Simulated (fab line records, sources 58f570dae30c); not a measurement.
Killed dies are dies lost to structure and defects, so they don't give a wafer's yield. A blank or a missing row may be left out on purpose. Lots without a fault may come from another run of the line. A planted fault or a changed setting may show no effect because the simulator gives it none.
Which tool did it? | flow berkeley_cmos170 | 15 lots, 45 wafers sampled, at 5 steps of a route of 331

WHAT THE GAUGES READ, wafer by wafer
UCB170_NWELL_OVL_MEAS_12. Usual: NWELL_OVL -3 nm, standard deviation 5.3.
lot  | measured    | on         | NWELL_OVL (nm) | flag
L316 | day 2 01:02 | overlay-01 | 4 6 -4         |
L317 | day 2 06:20 | overlay-02 | 4 10 -2        |
L318 | day 2 15:18 | overlay-01 | -5 -3 -3       |
L319 | day 3 01:49 | overlay-02 | -6 -3 -5       |
L320 | day 3 02:04 | overlay-02 | 3 3 -4         |
L322 | day 3 16:35 | overlay-02 | -9 -5 -9       |
L325 | day 4 00:52 | overlay-02 | -10 -7 -14     |
L324 | day 4 01:00 | overlay-02 | -6 -12 6       |
L329 | day 5 04:23 | overlay-01 | -2 -2 -4       |
L331 | day 5 09:10 | overlay-02 | -2 3 7         |
L334 | day 5 21:21 | overlay-01 | -2 -2 -3       |
L336 | day 6 11:50 | overlay-02 | 2 1 1          |
L337 | day 6 18:03 | overlay-01 | 0 -4 -3        |
L338 | day 6 22:30 | overlay-02 | 3 3 3          |
L339 | day 7 05:23 | overlay-01 | -5 -3 3        |

UCB170_PWELL_TW_MEAS_17. Usual: PWELL_TW 379, standard deviation 3.4.
lot  | measured    | on            | PWELL_TW    | flag
L316 | day 2 19:37 | film_metro-02 | 378 376 377 |
L317 | day 3 01:23 | film_metro-01 | 379 378 377 |
L318 | day 3 12:34 | film_metro-02 | 379 378 379 |
L319 | day 3 18:33 | film_metro-04 | 319 320 320 | OFF
L320 | day 3 18:19 | film_metro-02 | 316 316 316 | OFF
L322 | day 4 09:12 | film_metro-02 | 375 378 375 |
L325 | day 4 22:11 | film_metro-04 | 323 321 321 | OFF
L324 | day 4 22:27 | film_metro-04 | 385 384 388 |
L329 | day 5 21:04 | film_metro-02 | 377 375 375 |
L331 | day 6 00:38 | film_metro-02 | 375 377 376 |
L334 | day 6 15:13 | film_metro-02 | 376 377 376 |
L336 | day 7 03:40 | film_metro-02 | 378 379 380 |
L337 | day 7 09:46 | film_metro-01 | 375 376 378 |
L338 | day 7 15:21 | film_metro-01 | 378 377 379 |
L339 | day 7 23:53 | film_metro-02 | 380 379 381 |

UCB170_ACTIVE_OVL_MEAS_14. Usual: ACTIVE_OVL 1 nm, standard deviation 4.7.
lot  | measured    | on         | ACTIVE_OVL (nm) | flag
L316 | day 3 22:32 | overlay-01 | 6 12 4          |
L317 | day 4 03:26 | overlay-01 | 0 0 4           |
L318 | day 4 22:29 | overlay-01 | 5 0 -1          |
L319 | day 5 01:11 | overlay-02 | -6 -6 -3        |
L320 | day 5 01:28 | overlay-01 | -3 2 2          |
L322 | day 5 13:18 | overlay-02 | -3 -2 1         |
L325 | day 5 22:45 | overlay-02 | -3 -2 2         |
L324 | day 5 22:16 | overlay-01 | 0 3 -3          |
L329 | day 7 00:53 | overlay-01 | 0 -2 2          |
L331 | day 7 07:16 | overlay-01 | 8 -1 0          |
L334 | day 7 19:35 | overlay-01 | 2 0 9           |
L336 | day 8 09:14 | overlay-01 | 0 1 -2          |
L337 | day 8 19:51 | overlay-02 | 3 8 1           |
L338 | day 9 04:44 | overlay-02 | 6 3 0           |
L339 | day 9 11:31 | overlay-02 | 2 -3 6          |

UCB170_PFIELD_TW_MEAS_09. Usual: PFIELD_TW 606, standard deviation 4.7.
lot  | measured    | on            | PFIELD_TW   | flag
L316 | day 4 00:53 | film_metro-03 | 609 608 612 |
L317 | day 4 07:23 | film_metro-04 | 611 614 609 |
L318 | day 5 00:22 | film_metro-04 | 610 609 603 |
L319 | day 5 03:01 | film_metro-02 | 597 596 594 |
L320 | day 5 03:17 | film_metro-02 | 597 598 598 |
L322 | day 5 15:38 | film_metro-04 | 605 608 610 |
L325 | day 6 01:23 | film_metro-03 | 603 609 609 |
L324 | day 6 00:49 | film_metro-03 | 608 607 608 |
L329 | day 7 02:33 | film_metro-03 | 603 607 607 |
L331 | day 7 09:38 | film_metro-04 | 611 607 609 |
L334 | day 7 21:22 | film_metro-03 | 604 606 602 |
L336 | day 8 13:38 | film_metro-03 | 609 608 606 |
L337 | day 8 21:44 | film_metro-03 | 609 611 611 |
L338 | day 9 06:31 | film_metro-04 | 615 613 611 |
L339 | day 9 14:46 | film_metro-02 | 604 603 603 |

WHICH TOOL RAN EACH LOT (tool, then ch and the chambers of the sampled wafers, then the start)
lot  | UCB170_PWELL_IMPLANT_15
L316 | implanter-02 ch 0, day 2 19:23
L317 | implanter-04 ch 0, day 3 01:10
L318 | implanter-03 ch 0, day 3 12:20
L319 | implanter-03 ch 0, day 3 18:18
L320 | implanter-03 ch 0, day 3 18:04
L322 | implanter-04 ch 0, day 4 08:56
L325 | implanter-03 ch 0, day 4 21:58
L324 | implanter-02 ch 0, day 4 22:12
L329 | implanter-02 ch 0, day 5 20:50
L331 | implanter-04 ch 0, day 6 00:23
L334 | implanter-02 ch 0, day 6 14:59
L336 | implanter-02 ch 0, day 7 03:25
L337 | implanter-03 ch 0, day 7 09:31
L338 | implanter-03 ch 0, day 7 15:08
L339 | implanter-03 ch 0, day 7 23:38
- UCB170_PWELL_IMPLANT_15

WHAT THE TOOLS THEMSELVES READ (means of the sampled wafers that have a number; where no wafer has one, the mark that the record gives instead)
UCB170_PWELL_IMPLANT_15. Usual: dose_ions_cm2 5.001e+12, standard deviation 4.7e+09; faraday_current_uA 15.9, standard deviation 0.31.
lot  | tool         | dose_ions_cm2 | faraday_current_uA | flag
L316 | implanter-02 | 4.997e+12     | 15.7               |
L317 | implanter-04 | 5.003e+12     | 16.1               |
L318 | implanter-03 | 5.003e+12     | 15.6               |
L319 | implanter-03 | 2.753e+12     | 8.6                | OFF
L320 | implanter-03 | 2.752e+12     | 8.7                | OFF
L322 | implanter-04 | 5.005e+12     | 15.7               |
L325 | implanter-03 | 2.749e+12     | 8.8                | OFF
L324 | implanter-02 | 5.001e+12     | 16.0               |
L329 | implanter-02 | 5.005e+12     | 15.8               |
L331 | implanter-04 | 5.003e+12     | 15.9               |
L334 | implanter-02 | 5.000e+12     | 15.6               |
L336 | implanter-02 | 5.004e+12     | 15.5               |
L337 | implanter-03 | 5.004e+12     | 15.7               |
L338 | implanter-03 | 5.001e+12     | 16.1               |
L339 | implanter-03 | 5.004e+12     | 16.1               |

THE ANSWER, worked out from the rows above alone
Rule: a lot is off if the mean of its wafers that have a number lies more than 3 standard deviations from the usual mean. A lot without any number at a reading at which 4 lots or more have one is off too. The other lots that the step has rows for count as sound. The gauges are gone through in route order, then the tools' own readings, and for those a lot's mean is taken as printed above. The first step at which some lot is off is used, and at that step the reading that is off furthest; a lot without a number counts as furthest.
Off: L319, L320, L325, at UCB170_PWELL_TW_MEAS_17 (PWELL_TW).
A tool fits if, at a process step before that reading, it ran every lot that is off, and no sound lot after the first of them. The gauges at UCB170_PWELL_TW_MEAS_17 aren't tried: what is off there is off at UCB170_PWELL_IMPLANT_15 too, on other tools, and a gauge's error can't cause that. None of those tried fits.

WHAT THE SIMULATOR HAD PUT IN
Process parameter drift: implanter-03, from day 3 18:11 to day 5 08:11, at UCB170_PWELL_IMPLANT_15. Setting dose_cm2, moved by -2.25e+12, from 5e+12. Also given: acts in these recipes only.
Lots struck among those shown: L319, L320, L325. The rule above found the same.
